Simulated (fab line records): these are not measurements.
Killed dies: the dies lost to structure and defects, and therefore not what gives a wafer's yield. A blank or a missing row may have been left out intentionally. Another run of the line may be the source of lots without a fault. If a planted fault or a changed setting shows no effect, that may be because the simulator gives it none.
Commonality check across tools -- flow berkeley_cmos170 -- 39 wafers sampled across 13 lots

## REASON FOR OPENING
Flagged at UCB170_GATE_CD_MEAS_12: reading cd_nm, on 1 of 13 lots. No-fault wafers: 349.8 nm, standard deviation 1.1.
Rule: flag the lot when none of its wafers has a number, or when each of its wafers that has one lies beyond 4 standard deviations from that mean. All remaining lots are regarded as sound.

lot,measured,on,"cd_nm (nm), wafer by wafer",flag
L836,day 6 04:22,cd_sem-02,347.5 349.9 348.9,
L838,day 6 04:46,cd_sem-02,349.5 348.7 348.9,
L837,day 6 05:00,cd_sem-02,280.5 279.6 280.9,FLAGGED
L835,day 6 05:05,cd_sem-01,350.1 349.6 351.3,
L843,day 7 17:33,cd_sem-02,351.4 349.5 348.5,
L844,day 8 05:57,cd_sem-02,348.5 347.8 349.7,
L845,day 8 12:28,cd_sem-02,351.2 350.0 349.3,
L847,day 9 01:52,cd_sem-02,349.2 351.7 349.3,
L849,day 9 01:59,cd_sem-01,349.0 350.5 348.9,
L851,day 9 15:58,cd_sem-01,349.9 349.3 349.7,
L852,day 9 16:04,cd_sem-02,348.5 348.6 348.8,
L850,day 9 16:10,cd_sem-01,350.4 350.5 351.9,
L853,day 9 22:02,cd_sem-01,350.1 349.7 348.8,
On average the flagged lots' numbers are 280.3 nm, which is -69.5 nm against the usual, or -63 standard deviations.

## TOOL THAT RAN EACH LOT
The record keeps 1 process step preceding the reading, out of 331 steps on the route. Every cell lists first the tool, next ch and the chambers used by the sampled wafers, and last the start.
lot,flag,UCB170_GATE_EXPOSE_09
L836,,"krf_scanner-01 ch 0, day 6 03:11"
L838,,"krf_scanner-02 ch 0, day 6 03:38"
L837,FLAGGED,"krf_scanner-02 ch 0, day 6 03:48"
L835,,"krf_scanner-02 ch 0, day 6 03:53"
L843,,"krf_scanner-01 ch 0, day 7 17:02"
L844,,"krf_scanner-01 ch 0, day 8 05:33"
L845,,"krf_scanner-01 ch 0, day 8 12:04"
L847,,"krf_scanner-02 ch 0, day 9 01:29"
L849,,"krf_scanner-02 ch 0, day 9 01:36"
L851,,"krf_scanner-02 ch 0, day 9 15:35"
L852,,"krf_scanner-02 ch 0, day 9 15:40"
L850,,"krf_scanner-02 ch 0, day 9 15:46"
L853,,"krf_scanner-01 ch 0, day 9 21:38"
What is done by these steps:
- UCB170_GATE_EXPOSE_09: exposes mask POLY, target cd 350 nm.
- UCB170_GATE_CD_MEAS_12: target cd 350 nm.

## FLAGGED AGAINST TOTAL, ONE TOOL AT A TIME (gauges that did the reading follow at the end)
step,tool,lots run,flagged,share of the flagged lots,sound lots run after its first flagged lot
UCB170_GATE_EXPOSE_09,krf_scanner-01,5,0,none,-
UCB170_GATE_EXPOSE_09,krf_scanner-02,8,1,all,"6 (L835,L847,L849,L851,L852,L850)"
UCB170_GATE_CD_MEAS_12,cd_sem-01,5,0,none,-
UCB170_GATE_CD_MEAS_12,cd_sem-02,8,1,all,"5 (L843,L844,L845,L847,L852)"

## THE TABLE: WHAT IT ALLOWS
Every flagged lot went through 2 rows of the table: krf_scanner-02 at UCB170_GATE_EXPOSE_09 and cd_sem-02 at UCB170_GATE_CD_MEAS_12.
- krf_scanner-02 at UCB170_GATE_EXPOSE_09 ran 8 lots, 1 of them flagged. Sound lots ran on it after the first flagged one (L835, L847, L849, L851, L852, L850), which a lasting fault on the whole tool wouldn't allow.
- cd_sem-02 at UCB170_GATE_CD_MEAS_12 ran 8 lots, 1 of them flagged. Sound lots ran on it after the first flagged one (L843, L844, L845, L847, L852), which a lasting fault on the whole tool wouldn't allow.
No row of the table ran every flagged lot and no sound lot after the first.

## WHAT THE SIMULATOR HAD INSERTED
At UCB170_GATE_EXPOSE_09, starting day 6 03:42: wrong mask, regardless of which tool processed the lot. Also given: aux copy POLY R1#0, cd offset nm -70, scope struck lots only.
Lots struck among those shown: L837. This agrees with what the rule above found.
